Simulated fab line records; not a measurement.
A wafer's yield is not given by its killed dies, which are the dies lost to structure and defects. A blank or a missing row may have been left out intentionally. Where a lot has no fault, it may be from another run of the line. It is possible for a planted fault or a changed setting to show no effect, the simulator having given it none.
A sampling plan put to the test :: flow rit_cmos :: each of the 13 faults these records tell of, on one fab line, judged from the records of the lots it struck
The plan is the line's own looks: the steps of the route at which a gauge or an inspection reads the wafer and doesn't change it. Where struck wafers have a number at a look and the file lists that look's usual mean and standard deviation on fault-free wafers, the look can be judged. Caught: 4 or more of those standard deviations (sigma) separate the usual mean from the mean of the struck wafers at a look after the fault's first step. On the tool: the same test on the tool's own readings at the fault's steps. Also counted as caught: the struck wafers showing another recipe, or a record that is empty for them alone.

## THE FAULTS, as the simulator had put them in
1. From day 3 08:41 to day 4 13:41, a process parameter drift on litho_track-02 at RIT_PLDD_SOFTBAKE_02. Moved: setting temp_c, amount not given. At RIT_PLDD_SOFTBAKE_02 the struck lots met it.
2. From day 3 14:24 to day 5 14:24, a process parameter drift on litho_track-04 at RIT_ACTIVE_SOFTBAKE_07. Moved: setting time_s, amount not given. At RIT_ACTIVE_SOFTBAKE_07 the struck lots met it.
3. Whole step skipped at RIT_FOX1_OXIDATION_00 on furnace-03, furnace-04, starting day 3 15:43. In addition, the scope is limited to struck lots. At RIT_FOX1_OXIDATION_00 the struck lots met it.
4. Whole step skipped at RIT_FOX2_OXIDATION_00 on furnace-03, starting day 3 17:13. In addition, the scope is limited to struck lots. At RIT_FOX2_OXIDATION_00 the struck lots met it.
5. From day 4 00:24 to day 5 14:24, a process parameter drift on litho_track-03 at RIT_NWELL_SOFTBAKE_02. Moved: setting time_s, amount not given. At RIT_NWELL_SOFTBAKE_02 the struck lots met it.
6. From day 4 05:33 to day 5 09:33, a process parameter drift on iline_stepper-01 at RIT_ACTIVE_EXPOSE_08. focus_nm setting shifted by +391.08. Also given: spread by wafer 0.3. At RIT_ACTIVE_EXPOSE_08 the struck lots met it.
7. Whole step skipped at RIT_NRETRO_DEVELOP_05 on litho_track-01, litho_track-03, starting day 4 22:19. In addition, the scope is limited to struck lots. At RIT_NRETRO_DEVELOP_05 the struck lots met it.
8. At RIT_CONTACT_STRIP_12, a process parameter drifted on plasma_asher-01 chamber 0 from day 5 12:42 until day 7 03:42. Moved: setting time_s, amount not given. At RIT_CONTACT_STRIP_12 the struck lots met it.
9. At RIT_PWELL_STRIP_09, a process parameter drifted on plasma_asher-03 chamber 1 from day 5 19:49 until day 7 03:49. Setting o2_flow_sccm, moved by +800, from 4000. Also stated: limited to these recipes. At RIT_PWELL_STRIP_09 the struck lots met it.
10. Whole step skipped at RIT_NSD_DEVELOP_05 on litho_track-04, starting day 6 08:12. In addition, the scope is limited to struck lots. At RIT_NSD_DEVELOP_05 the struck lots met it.
11. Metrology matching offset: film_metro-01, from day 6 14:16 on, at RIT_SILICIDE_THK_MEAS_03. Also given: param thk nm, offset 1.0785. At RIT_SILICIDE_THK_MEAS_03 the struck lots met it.
12. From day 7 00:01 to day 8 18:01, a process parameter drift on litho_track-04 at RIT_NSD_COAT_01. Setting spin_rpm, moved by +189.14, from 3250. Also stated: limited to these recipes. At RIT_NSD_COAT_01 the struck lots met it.
13. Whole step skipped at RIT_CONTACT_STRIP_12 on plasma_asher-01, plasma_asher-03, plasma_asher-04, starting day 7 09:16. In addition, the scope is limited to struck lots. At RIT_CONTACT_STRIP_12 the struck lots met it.

## WHAT THE PLAN SAW
fault: 1
on the tool itself: heater_power_total_W -20 sigma
first look that catches it: not the one look that can be judged after it
reading, sigma: -
median hours from its first step to that look: -
hours from the fault's start to the first struck lot there: -
judged looks passed uncaught: 1

fault: 2
on the tool itself: run_length_s -43 sigma
first look that catches it: no look after it can be judged
reading, sigma: -
median hours from its first step to that look: -
hours from the fault's start to the first struck lot there: -
judged looks passed uncaught: 0

fault: 3
on the tool itself: the tool's record is blank for the struck wafers
first look that catches it: no look after it can be judged
reading, sigma: -
median hours from its first step to that look: -
hours from the fault's start to the first struck lot there: -
judged looks passed uncaught: 0

fault: 4
on the tool itself: the tool's record is blank for the struck wafers
first look that catches it: no look after it can be judged
reading, sigma: -
median hours from its first step to that look: -
hours from the fault's start to the first struck lot there: -
judged looks passed uncaught: 0

fault: 5
on the tool itself: run_length_s +65 sigma
first look that catches it: no look after it can be judged
reading, sigma: -
median hours from its first step to that look: -
hours from the fault's start to the first struck lot there: -
judged looks passed uncaught: 0

fault: 6
on the tool itself: exposure_dose_mJ_cm2 -6.4 sigma
first look that catches it: not the one look that can be judged after it
reading, sigma: -
median hours from its first step to that look: -
hours from the fault's start to the first struck lot there: -
judged looks passed uncaught: 1

fault: 7
on the tool itself: the tool's record is blank for the struck wafers
first look that catches it: no look after it can be judged
reading, sigma: -
median hours from its first step to that look: -
hours from the fault's start to the first struck lot there: -
judged looks passed uncaught: 0

fault: 8
on the tool itself: run_length_s -15 sigma
first look that catches it: no look after it can be judged
reading, sigma: -
median hours from its first step to that look: -
hours from the fault's start to the first struck lot there: -
judged looks passed uncaught: 0

fault: 9
on the tool itself: o2_flow_sccm +66 sigma
first look that catches it: no look after it can be judged
reading, sigma: -
median hours from its first step to that look: -
hours from the fault's start to the first struck lot there: -
judged looks passed uncaught: 0

fault: 10
on the tool itself: the tool's record is blank for the struck wafers
first look that catches it: no look after it can be judged
reading, sigma: -
median hours from its first step to that look: -
hours from the fault's start to the first struck lot there: -
judged looks passed uncaught: 0

fault: 11
on the tool itself: SILICIDE_TI_THK +4.4 sigma
first look that catches it: no look after it can be judged
reading, sigma: -
median hours from its first step to that look: -
hours from the fault's start to the first struck lot there: -
judged looks passed uncaught: 0

fault: 12
on the tool itself: spin_speed_rpm +69 sigma
first look that catches it: none of the 2 looks that can be judged after it
reading, sigma: -
median hours from its first step to that look: -
hours from the fault's start to the first struck lot there: -
judged looks passed uncaught: 2

fault: 13
on the tool itself: the tool's record is blank for the struck wafers
first look that catches it: no look after it can be judged
reading, sigma: -
median hours from its first step to that look: -
hours from the fault's start to the first struck lot there: -
judged looks passed uncaught: 0
A dash: the fault is not caught, or the number is missing from these records.

Caught at a look: 0 of 13. Caught on the tool: 13 of 13. By one or the other: 13 of 13.
Caught on the tool alone: faults 1, 2, 3, 4, 5, 6, 7, 8, 9, 10, 11, 12, 13.
